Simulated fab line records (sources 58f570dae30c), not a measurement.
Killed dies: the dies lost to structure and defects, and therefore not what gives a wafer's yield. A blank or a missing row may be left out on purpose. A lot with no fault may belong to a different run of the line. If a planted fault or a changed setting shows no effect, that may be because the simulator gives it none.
Which tool was responsible? / flow berkeleyCmos170 / 14 lots with 42 wafers sampled at 6 steps, on a route of 331 steps

WHAT THE GAUGES READ, wafer by wafer
UCB170_ACTIVE_THK_MEAS_06.
lot=L916; measured=day 4 13:14; on=filmMetro-01; ACTIVE_NITRIDE_THK (nm)=217.9 218.9 217.0
lot=L917; measured=day 4 21:04; on=filmMetro-01; ACTIVE_NITRIDE_THK (nm)=219.4 222.1 217.8
lot=L918; measured=day 5 03:13; on=filmMetro-02; ACTIVE_NITRIDE_THK (nm)=215.8 217.2 215.8
lot=L920; measured=day 5 18:04; on=filmMetro-02; ACTIVE_NITRIDE_THK (nm)=215.3 216.2 218.6
lot=L921; measured=day 5 18:05; on=filmMetro-03; ACTIVE_NITRIDE_THK (nm)=221.3 220.3 218.8
lot=L923; measured=day 6 08:35; on=filmMetro-02; ACTIVE_NITRIDE_THK (nm)=217.9 219.7 217.9
lot=L924; measured=day 6 08:35; on=filmMetro-01; ACTIVE_NITRIDE_THK (nm)=221.1 219.8 220.3
lot=L922; measured=day 6 08:37; on=filmMetro-03; ACTIVE_NITRIDE_THK (nm)=220.7 221.1 220.7
lot=L925; measured=day 6 15:07; on=filmMetro-02; ACTIVE_NITRIDE_THK (nm)=221.6 222.6 221.5
lot=L927; measured=day 7 01:40; on=filmMetro-02; ACTIVE_NITRIDE_THK (nm)=223.7 222.2 222.2
lot=L932; measured=day 7 21:43; on=filmMetro-01; ACTIVE_NITRIDE_THK (nm)=219.9 218.0 220.1
lot=L934; measured=day 7 21:43; on=filmMetro-02; ACTIVE_NITRIDE_THK (nm)=220.2 222.0 221.0
lot=L938; measured=day 9 13:29; on=filmMetro-01; ACTIVE_NITRIDE_THK (nm)=223.3 221.6 222.7
lot=L937; measured=day 9 13:32; on=filmMetro-03; ACTIVE_NITRIDE_THK (nm)=219.4 222.4 219.7

UCB170_NVT_TW_MEAS_09.
lot=L916; measured=day 6 05:35; on=filmMetro-04; NVT_TW=513.7 514.3 515.6
lot=L917; measured=day 6 12:48; on=filmMetro-04; NVT_TW=515.3 516.5 515.8
lot=L918; measured=day 6 16:15; on=filmMetro-03; NVT_TW=519.1 517.2 516.2
lot=L920; measured=day 7 09:26; on=filmMetro-02; NVT_TW=512.2 515.1 514.2
lot=L921; measured=day 7 09:33; on=filmMetro-04; NVT_TW=516.5 517.4 514.2
lot=L923; measured=day 7 23:55; on=filmMetro-02; NVT_TW=517.2 513.2 513.5
lot=L924; measured=day 7 23:22; on=filmMetro-04; NVT_TW=514.2 517.4 516.3
lot=L922; measured=day 8 00:12; on=filmMetro-03; NVT_TW=520.3 520.8 516.8
lot=L925; measured=day 8 05:22; on=filmMetro-04; NVT_TW=521.8 520.0 520.6
lot=L927; measured=day 8 12:28; on=filmMetro-03; NVT_TW=522.1 521.0 519.2
lot=L932; measured=day 10 02:53; on=filmMetro-04; NVT_TW=521.4 518.4 519.6
lot=L934; measured=day 10 03:04; on=filmMetro-02; NVT_TW=515.7 514.7 513.6
lot=L938; measured=day 11 03:22; on=filmMetro-03; NVT_TW=517.7 516.1 520.5
lot=L937; measured=day 11 03:34; on=filmMetro-04; NVT_TW=519.4 516.9 514.9

UCB170_PSD_TW_MEAS_10.
lot=L916; measured=day 7 08:53; on=filmMetro-02; PSD_TW=2301 2297 2307
lot=L917; measured=day 7 21:29; on=filmMetro-03; PSD_TW=2308 2305 2299
lot=L918; measured=day 7 21:50; on=filmMetro-03; PSD_TW=2318 2317 2326
lot=L920; measured=day 8 16:40; on=filmMetro-02; PSD_TW=2290 2285 2294
lot=L921; measured=day 8 16:26; on=filmMetro-03; PSD_TW=2335 2322 2332
lot=L923; measured=day 9 16:37; on=filmMetro-01; PSD_TW=2356 2354 2365
lot=L924; measured=day 9 16:08; on=filmMetro-03; PSD_TW=2326 2334 2333
lot=L922; measured=day 9 16:20; on=filmMetro-03; PSD_TW=2340 2334 2326
lot=L925; measured=day 9 16:12; on=filmMetro-02; PSD_TW=2300 2296 2294
lot=L927; measured=day 9 16:42; on=filmMetro-03; PSD_TW=2337 2329 2336
lot=L932; measured=day 11 10:34; on=filmMetro-01; PSD_TW=2754 2743 2735 2744 2729 2734
lot=L934; measured=day 11 10:17; on=filmMetro-01; PSD_TW=2736 2737 2739 2752 2744 2730
lot=L938; measured=day 12 10:28; on=filmMetro-01; PSD_TW=2363 2346 2354
lot=L937; measured=day 12 10:48; on=filmMetro-01; PSD_TW=2347 2348 2355

UCB170_SDANNEAL_RS_MEAS_02: a four-point-probe measurement.
lot=L916; measured=day 7 12:46; on=filmMetro-02; PSD_RS (ohm/sq)=76.08 75.84 75.68
lot=L917; measured=day 8 02:29; on=filmMetro-03; PSD_RS (ohm/sq)=75.78 75.74 75.65
lot=L918; measured=day 8 02:59; on=filmMetro-01; PSD_RS (ohm/sq)=75.33 75.51 75.27
lot=L920; measured=day 8 19:22; on=filmMetro-02; PSD_RS (ohm/sq)=75.22 75.67 75.78
lot=L921; measured=day 8 19:08; on=filmMetro-03; PSD_RS (ohm/sq)=75.11 75.05 75.18
lot=L923; measured=day 9 20:38; on=filmMetro-02; PSD_RS (ohm/sq)=75.59 75.51 75.19
lot=L924; measured=day 9 19:39; on=filmMetro-01; PSD_RS (ohm/sq)=75.46 75.51 75.73
lot=L922; measured=day 9 20:08; on=filmMetro-02; PSD_RS (ohm/sq)=75.53 75.58 75.26
lot=L925; measured=day 9 19:47; on=filmMetro-03; PSD_RS (ohm/sq)=75.64 75.56 75.83
lot=L927; measured=day 9 20:48; on=filmMetro-01; PSD_RS (ohm/sq)=75.33 75.05 75.35
lot=L932; measured=day 11 16:17; on=filmMetro-01; PSD_RS (ohm/sq)=56.37 56.22 56.28 56.39 56.21 56.36
lot=L934; measured=day 11 22:11; on=filmMetro-01; PSD_RS (ohm/sq)=56.30 56.13 56.29 56.21 56.24 56.19
lot=L938; measured=day 12 13:33; on=filmMetro-02; PSD_RS (ohm/sq)=75.22 75.31 75.76
lot=L937; measured=day 12 14:16; on=filmMetro-02; PSD_RS (ohm/sq)=76.25 76.28 75.96

TOOL THAT RAN EACH LOT (tool first, then ch and the chambers of the sampled wafers, then the start)
lot=L916; UCB170_PSD_IMPLANT_08=implanter-01 ch 0, day 7 08:40; UCB170_PSD_STRIP_09=plasmaAsher-01 ch 0,1, day 7 08:48
lot=L917; UCB170_PSD_IMPLANT_08=implanter-02 ch 0, day 7 21:14; UCB170_PSD_STRIP_09=plasmaAsher-02 ch 0, day 7 21:23
lot=L918; UCB170_PSD_IMPLANT_08=implanter-03 ch 0, day 7 21:35; UCB170_PSD_STRIP_09=plasmaAsher-02 ch 0,1, day 7 21:44
lot=L920; UCB170_PSD_IMPLANT_08=implanter-02 ch 0, day 8 16:25; UCB170_PSD_STRIP_09=plasmaAsher-02 ch 0,1, day 8 16:34
lot=L921; UCB170_PSD_IMPLANT_08=implanter-01 ch 0, day 8 16:12; UCB170_PSD_STRIP_09=plasmaAsher-03 ch 0,1, day 8 16:19
lot=L923; UCB170_PSD_IMPLANT_08=implanter-03 ch 0, day 9 16:22; UCB170_PSD_STRIP_09=plasmaAsher-01 ch 0,1, day 9 16:31
lot=L924; UCB170_PSD_IMPLANT_08=implanter-01 ch 0, day 9 15:53; UCB170_PSD_STRIP_09=plasmaAsher-01 ch 0, day 9 16:02
lot=L922; UCB170_PSD_IMPLANT_08=implanter-03 ch 0, day 9 16:07; UCB170_PSD_STRIP_09=plasmaAsher-02 ch 0,1, day 9 16:15
lot=L925; UCB170_PSD_IMPLANT_08=implanter-02 ch 0, day 9 15:57; UCB170_PSD_STRIP_09=plasmaAsher-03 ch 0,1, day 9 16:06
lot=L927; UCB170_PSD_IMPLANT_08=implanter-01 ch 0, day 9 16:29; UCB170_PSD_STRIP_09=plasmaAsher-03 ch 0,1, day 9 16:37
lot=L932; UCB170_PSD_IMPLANT_08=implanter-02 ch 0, day 11 10:19; UCB170_PSD_STRIP_09=plasmaAsher-03 ch 0,1, day 11 10:28
lot=L934; UCB170_PSD_IMPLANT_08=implanter-02 ch 0, day 11 10:02; UCB170_PSD_STRIP_09=plasmaAsher-03 ch 0,1, day 11 10:11
lot=L938; UCB170_PSD_IMPLANT_08=implanter-03 ch 0, day 12 10:13; UCB170_PSD_STRIP_09=plasmaAsher-02 ch 0,1, day 12 10:22
lot=L937; UCB170_PSD_IMPLANT_08=implanter-03 ch 0, day 12 10:33; UCB170_PSD_STRIP_09=plasmaAsher-01 ch 0,1, day 12 10:42
- UCB170_PSD_IMPLANT_08
- UCB170_PSD_STRIP_09: strips in O2.

WHAT THE TOOLS THEMSELVES READ (means of the sampled wafers that have a number; where no wafer has one, the mark that the record gives instead)
UCB170_PSD_IMPLANT_08.
lot=L916; tool=implanter-01; beamOnS (s)=9.94; doseIonsCm2=3e+15; faradayCurrentUA=9328
lot=L917; tool=implanter-02; beamOnS (s)=10.04; doseIonsCm2=3e+15; faradayCurrentUA=9224
lot=L918; tool=implanter-03; beamOnS (s)=10.14; doseIonsCm2=3e+15; faradayCurrentUA=9140
lot=L920; tool=implanter-02; beamOnS (s)=10.01; doseIonsCm2=3e+15; faradayCurrentUA=9264
lot=L921; tool=implanter-01; beamOnS (s)=10.02; doseIonsCm2=3e+15; faradayCurrentUA=9246
lot=L923; tool=implanter-03; beamOnS (s)=9.92; doseIonsCm2=3e+15; faradayCurrentUA=9337
lot=L924; tool=implanter-01; beamOnS (s)=10.27; doseIonsCm2=3e+15; faradayCurrentUA=9013
lot=L922; tool=implanter-03; beamOnS (s)=10.03; doseIonsCm2=3e+15; faradayCurrentUA=9236
lot=L925; tool=implanter-02; beamOnS (s)=10.01; doseIonsCm2=3e+15; faradayCurrentUA=9275
lot=L927; tool=implanter-01; beamOnS (s)=10.07; doseIonsCm2=3e+15; faradayCurrentUA=9196
lot=L932; tool=implanter-02; beamOnS (s)=13.37; doseIonsCm2=5e+15; faradayCurrentUA=11476
lot=L934; tool=implanter-02; beamOnS (s)=13.75; doseIonsCm2=5e+15; faradayCurrentUA=11158
lot=L938; tool=implanter-03; beamOnS (s)=10.17; doseIonsCm2=3e+15; faradayCurrentUA=9101
lot=L937; tool=implanter-03; beamOnS (s)=10.02; doseIonsCm2=3e+15; faradayCurrentUA=9259

UCB170_PSD_STRIP_09.
lot=L916; tool=plasmaAsher-01; drypumpMotorCurrentA (A)=5.24; oesProductAu (a.u.)=0.600; stripTimeToEndpointS (s)=29.40
lot=L917; tool=plasmaAsher-02; drypumpMotorCurrentA (A)=4.70; oesProductAu (a.u.)=0.601; stripTimeToEndpointS (s)=29.29
lot=L918; tool=plasmaAsher-02; drypumpMotorCurrentA (A)=5.37; oesProductAu (a.u.)=0.597; stripTimeToEndpointS (s)=29.47
lot=L920; tool=plasmaAsher-02; drypumpMotorCurrentA (A)=5.04; oesProductAu (a.u.)=0.601; stripTimeToEndpointS (s)=29.38
lot=L921; tool=plasmaAsher-03; drypumpMotorCurrentA (A)=5.48; oesProductAu (a.u.)=0.597; stripTimeToEndpointS (s)=29.44
lot=L923; tool=plasmaAsher-01; drypumpMotorCurrentA (A)=5.24; oesProductAu (a.u.)=0.598; stripTimeToEndpointS (s)=29.32
lot=L924; tool=plasmaAsher-01; drypumpMotorCurrentA (A)=5.30; oesProductAu (a.u.)=0.603; stripTimeToEndpointS (s)=29.35
lot=L922; tool=plasmaAsher-02; drypumpMotorCurrentA (A)=5.37; oesProductAu (a.u.)=0.600; stripTimeToEndpointS (s)=29.40
lot=L925; tool=plasmaAsher-03; drypumpMotorCurrentA (A)=5.47; oesProductAu (a.u.)=0.601; stripTimeToEndpointS (s)=29.46
lot=L927; tool=plasmaAsher-03; drypumpMotorCurrentA (A)=5.47; oesProductAu (a.u.)=0.598; stripTimeToEndpointS (s)=29.36
lot=L932; tool=plasmaAsher-03; drypumpMotorCurrentA (A)=5.47; oesProductAu (a.u.)=0.541; stripTimeToEndpointS (s)=35.24
lot=L934; tool=plasmaAsher-03; drypumpMotorCurrentA (A)=5.47; oesProductAu (a.u.)=0.540; stripTimeToEndpointS (s)=35.37
lot=L938; tool=plasmaAsher-02; drypumpMotorCurrentA (A)=5.05; oesProductAu (a.u.)=0.602; stripTimeToEndpointS (s)=29.41
lot=L937; tool=plasmaAsher-01; drypumpMotorCurrentA (A)=5.23; oesProductAu (a.u.)=0.607; stripTimeToEndpointS (s)=29.35

THE ANSWER, worked out from the rows above alone
Rule: what is usual is taken from the lots themselves. Put in order of their means at a reading, lots are off if they are a third of the lots or fewer, leave a main group of 4 or more, and stand apart from it by a gap of 3 or more times the standard deviation of the main group's means; of several such gaps the widest counts. Not used: any main group whose means are identical at the precision the tables above print for the reading. A lot without any number at a reading at which 4 lots or more have one is off too. Any other lot the step has rows for is counted as sound. After the gauges, taken in route order, come the tools' own readings; for these a lot's mean is taken, as printed above. The first step at which some lot is off is used, and at that step the reading that is off furthest; a lot without a number counts as furthest.
Off: L932, L934, seen at UCB170_PSD_TW_MEAS_10 (PSD_TW). The main group: mean 2325, standard deviation 22.
A tool fits if, at a process step before that reading, it ran every lot that is off, and no sound lot after the first of them. Not tried: the gauges at UCB170_PSD_TW_MEAS_10; whatever is off there is also off at UCB170_PSD_IMPLANT_08, on other tools, and gauge error can't account for it. 2 tools fit, implanter-02 at UCB170_PSD_IMPLANT_08 and plasmaAsher-03 at UCB170_PSD_STRIP_09, so this cannot tell which one it is.

WHAT THE SIMULATOR HAD PUT IN
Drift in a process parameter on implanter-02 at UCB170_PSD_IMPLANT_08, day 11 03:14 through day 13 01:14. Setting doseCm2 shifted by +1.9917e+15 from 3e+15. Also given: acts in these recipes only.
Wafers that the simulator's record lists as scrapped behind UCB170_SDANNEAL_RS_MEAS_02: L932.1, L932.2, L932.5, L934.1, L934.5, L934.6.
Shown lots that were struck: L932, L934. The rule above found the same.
